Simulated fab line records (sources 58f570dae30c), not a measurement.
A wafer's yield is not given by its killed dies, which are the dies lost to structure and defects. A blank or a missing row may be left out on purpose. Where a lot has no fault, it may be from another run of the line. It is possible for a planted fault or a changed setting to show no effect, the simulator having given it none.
Which of the tools did it? :: flow berkeley_cmos170 :: 11 lots, 33 wafers sampled, at 4 steps of a route of 331

WHAT EACH GAUGE READ, for each wafer
UCB170_NVT_TW_MEAS_09. Usual: for NVT_TW the level is 527 and the standard deviation is 3.2.
lot: L603
measured: day 5 22:23
on: film_metro-02
NVT_TW: 523 522 518
flag: 

lot: L602
measured: day 5 22:38
on: film_metro-03
NVT_TW: 531 528 529
flag: 

lot: L604
measured: day 6 04:25
on: film_metro-02
NVT_TW: 522 524 525
flag: 

lot: L605
measured: day 6 04:25
on: film_metro-03
NVT_TW: 529 528 527
flag: 

lot: L606
measured: day 6 04:07
on: film_metro-03
NVT_TW: 530 529 527
flag: 

lot: L615
measured: day 8 15:43
on: film_metro-03
NVT_TW: 534 527 534
flag: 

lot: L617
measured: day 8 15:00
on: film_metro-02
NVT_TW: 525 527 524
flag: 

lot: L620
measured: day 9 12:13
on: film_metro-04
NVT_TW: 526 528 527
flag: 

lot: L622
measured: day 9 12:20
on: film_metro-02
NVT_TW: 524 523 523
flag: 

lot: L623
measured: day 9 22:50
on: film_metro-03
NVT_TW: 531 534 530
flag: 

lot: L624
measured: day 9 22:58
on: film_metro-03
NVT_TW: 528 528 528
flag: 

UCB170_GATE_THK_MEAS_05. Usual: for GATE_POLY_THK the level is 213.3 nm and the standard deviation is 1.6.
lot: L603
measured: day 6 11:28
on: film_metro-01
GATE_POLY_THK (nm): 213.2 214.4 214.6
flag: 

lot: L602
measured: day 6 11:28
on: film_metro-03
GATE_POLY_THK (nm): 213.1 216.2 215.3
flag: 

lot: L604
measured: day 6 14:03
on: film_metro-03
GATE_POLY_THK (nm): 212.6 209.9 211.8
flag: 

lot: L605
measured: day 6 15:56
on: film_metro-01
GATE_POLY_THK (nm): 213.2 216.6 214.1
flag: 

lot: L606
measured: day 6 14:02
on: film_metro-01
GATE_POLY_THK (nm): 212.3 213.1 211.0
flag: 

lot: L615
measured: day 9 04:04
on: film_metro-03
GATE_POLY_THK (nm): 215.7 214.7 213.3
flag: 

lot: L617
measured: day 9 04:05
on: film_metro-01
GATE_POLY_THK (nm): 212.5 212.0 210.9
flag: 

lot: L620
measured: day 9 23:07
on: film_metro-01
GATE_POLY_THK (nm): 213.3 214.7 213.9
flag: 

lot: L622
measured: day 9 23:03
on: film_metro-03
GATE_POLY_THK (nm): 212.5 212.1 212.7
flag: 

lot: L623
measured: day 10 15:44
on: film_metro-03
GATE_POLY_THK (nm): 211.3 214.4 213.3
flag: 

lot: L624
measured: day 10 15:44
on: film_metro-01
GATE_POLY_THK (nm): 214.2 216.2 215.0
flag: 

EACH LOT AND THE TOOL THAT RAN IT (in order: tool; ch and the chambers of the sampled wafers; start)
lot: L603
UCB170_ZERO_STRIP_07: plasma_asher-01 ch 0,1, day 1 23:55
UCB170_NWELL_IMPLANT_14: implanter-04 ch 0, day 2 12:05

lot: L602
UCB170_ZERO_STRIP_07: plasma_asher-04 ch 0,1, day 2 00:10
UCB170_NWELL_IMPLANT_14: implanter-03 ch 0, day 2 12:31

lot: L604
UCB170_ZERO_STRIP_07: plasma_asher-04 ch 0,1, day 2 07:19
UCB170_NWELL_IMPLANT_14: implanter-04 ch 0, day 2 19:10

lot: L605
UCB170_ZERO_STRIP_07: plasma_asher-01 ch 0,1, day 2 10:49
UCB170_NWELL_IMPLANT_14: implanter-04 ch 0, day 3 00:23

lot: L606
UCB170_ZERO_STRIP_07: plasma_asher-03 ch 0,1, day 2 15:25
UCB170_NWELL_IMPLANT_14: implanter-03 ch 0, day 3 03:38

lot: L615
UCB170_ZERO_STRIP_07: plasma_asher-01 ch 0,1, day 4 13:11
UCB170_NWELL_IMPLANT_14: implanter-04 ch 0, day 4 23:46

lot: L617
UCB170_ZERO_STRIP_07: plasma_asher-01 ch 0,1, day 4 21:21
UCB170_NWELL_IMPLANT_14: implanter-04 ch 0, day 5 09:33

lot: L620
UCB170_ZERO_STRIP_07: plasma_asher-01 ch 0,1, day 5 11:23
UCB170_NWELL_IMPLANT_14: implanter-03 ch 0, day 6 03:16

lot: L622
UCB170_ZERO_STRIP_07: plasma_asher-03 ch 0,1, day 5 22:34
UCB170_NWELL_IMPLANT_14: implanter-03 ch 0, day 6 11:46

lot: L623
UCB170_ZERO_STRIP_07: plasma_asher-03 ch 0, day 6 06:41
UCB170_NWELL_IMPLANT_14: implanter-03 ch 0, day 6 17:29

lot: L624
UCB170_ZERO_STRIP_07: plasma_asher-03 ch 0,1, day 6 07:56
UCB170_NWELL_IMPLANT_14: implanter-01 ch 0, day 6 17:16
- UCB170_ZERO_STRIP_07: strips in O2.
- UCB170_NWELL_IMPLANT_14

WHAT THE TOOLS THEMSELVES READ (means of the sampled wafers that have a number; where no wafer has one, the mark that the record gives instead)
UCB170_ZERO_STRIP_07. Usual: drypump_motor_current_A 5.6 A, standard deviation 0.38; oes_product_au 0.727 a.u., standard deviation 0.0045; strip_time_to_endpoint_s 21.46 s, standard deviation 0.053.
lot: L603
tool: plasma_asher-01
drypump_motor_current_A (A): 5.3
oes_product_au (a.u.): 0.731
strip_time_to_endpoint_s (s): 21.51
flag: 

lot: L602
tool: plasma_asher-04
drypump_motor_current_A (A): 6.2
oes_product_au (a.u.): 0.733
strip_time_to_endpoint_s (s): 21.42
flag: 

lot: L604
tool: plasma_asher-04
drypump_motor_current_A (A): 6.2
oes_product_au (a.u.): 0.729
strip_time_to_endpoint_s (s): 21.50
flag: 

lot: L605
tool: plasma_asher-01
drypump_motor_current_A (A): 5.5
oes_product_au (a.u.): 0.726
strip_time_to_endpoint_s (s): 21.50
flag: 

lot: L606
tool: plasma_asher-03
drypump_motor_current_A (A): 5.6
oes_product_au (a.u.): 0.726
strip_time_to_endpoint_s (s): 21.52
flag: 

lot: L615
tool: plasma_asher-01
drypump_motor_current_A (A): 5.3
oes_product_au (a.u.): 0.727
strip_time_to_endpoint_s (s): 21.52
flag: 

lot: L617
tool: plasma_asher-01
drypump_motor_current_A (A): 5.4
oes_product_au (a.u.): 0.729
strip_time_to_endpoint_s (s): 21.53
flag: 

lot: L620
tool: plasma_asher-01
drypump_motor_current_A (A): 5.3
oes_product_au (a.u.): 0.729
strip_time_to_endpoint_s (s): 21.50
flag: 

lot: L622
tool: plasma_asher-03
drypump_motor_current_A (A): 5.5
oes_product_au (a.u.): 0.731
strip_time_to_endpoint_s (s): 21.48
flag: 

lot: L623
tool: plasma_asher-03
drypump_motor_current_A (A): 5.6
oes_product_au (a.u.): 0.729
strip_time_to_endpoint_s (s): 21.46
flag: 

lot: L624
tool: plasma_asher-03
drypump_motor_current_A (A): 5.5
oes_product_au (a.u.): 0.729
strip_time_to_endpoint_s (s): 21.46
flag: 

UCB170_NWELL_IMPLANT_14. Usual: 149.99 for beam_energy_keV, sd 0.043.
lot: L603
tool: implanter-04
beam_energy_keV: 149.99
flag: 

lot: L602
tool: implanter-03
beam_energy_keV: 149.99
flag: 

lot: L604
tool: implanter-04
beam_energy_keV: 149.97
flag: 

lot: L605
tool: implanter-04
beam_energy_keV: 149.98
flag: 

lot: L606
tool: implanter-03
beam_energy_keV: 149.99
flag: 

lot: L615
tool: implanter-04
beam_energy_keV: 141.87
flag: OFF

lot: L617
tool: implanter-04
beam_energy_keV: 141.77
flag: OFF

lot: L620
tool: implanter-03
beam_energy_keV: 149.95
flag: 

lot: L622
tool: implanter-03
beam_energy_keV: 150.06
flag: 

lot: L623
tool: implanter-03
beam_energy_keV: 149.96
flag: 

lot: L624
tool: implanter-01
beam_energy_keV: 149.98
flag: 

THE ANSWER, worked out from the rows above alone
Rule: a lot counts as off when the mean over its wafers that have a number is more than 3 standard deviations away from the usual mean. Also off: a lot with no number at a reading for which 4 or more lots have one. Where the step has rows for the other lots, those lots are counted as sound. Order of review: gauges by route order, followed by the tools' own readings, for which a lot's mean as printed above is used. At the first step where some lot is off, the reading lying furthest off is the one used; lots without a number count as furthest.
Off: L615, L617 (UCB170_NWELL_IMPLANT_14, beam_energy_keV).
If a tool, at that step or one of the process steps before it, ran each lot that is off and ran no sound lot following the first of them, it fits. One fits: implanter-04 at UCB170_NWELL_IMPLANT_14. A fault onset in the window from L605 (day 3 00:23, its last sound lot) to L615 (day 4 23:46, its first lot off) fits.
On the lots that are off, the tool's own readings at UCB170_NWELL_IMPLANT_14 differ by more than 5 times the standard deviation of the sound lots' means, which bears it out; beam_energy_keV reads 141.82 there versus 149.99 on the sound lots.

WHAT THE SIMULATOR PUT IN
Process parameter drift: implanter-04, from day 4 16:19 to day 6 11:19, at UCB170_NWELL_IMPLANT_14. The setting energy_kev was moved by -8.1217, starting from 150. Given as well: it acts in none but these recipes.
Shown lots that were struck: L617, L615. Same finding as the rule above.
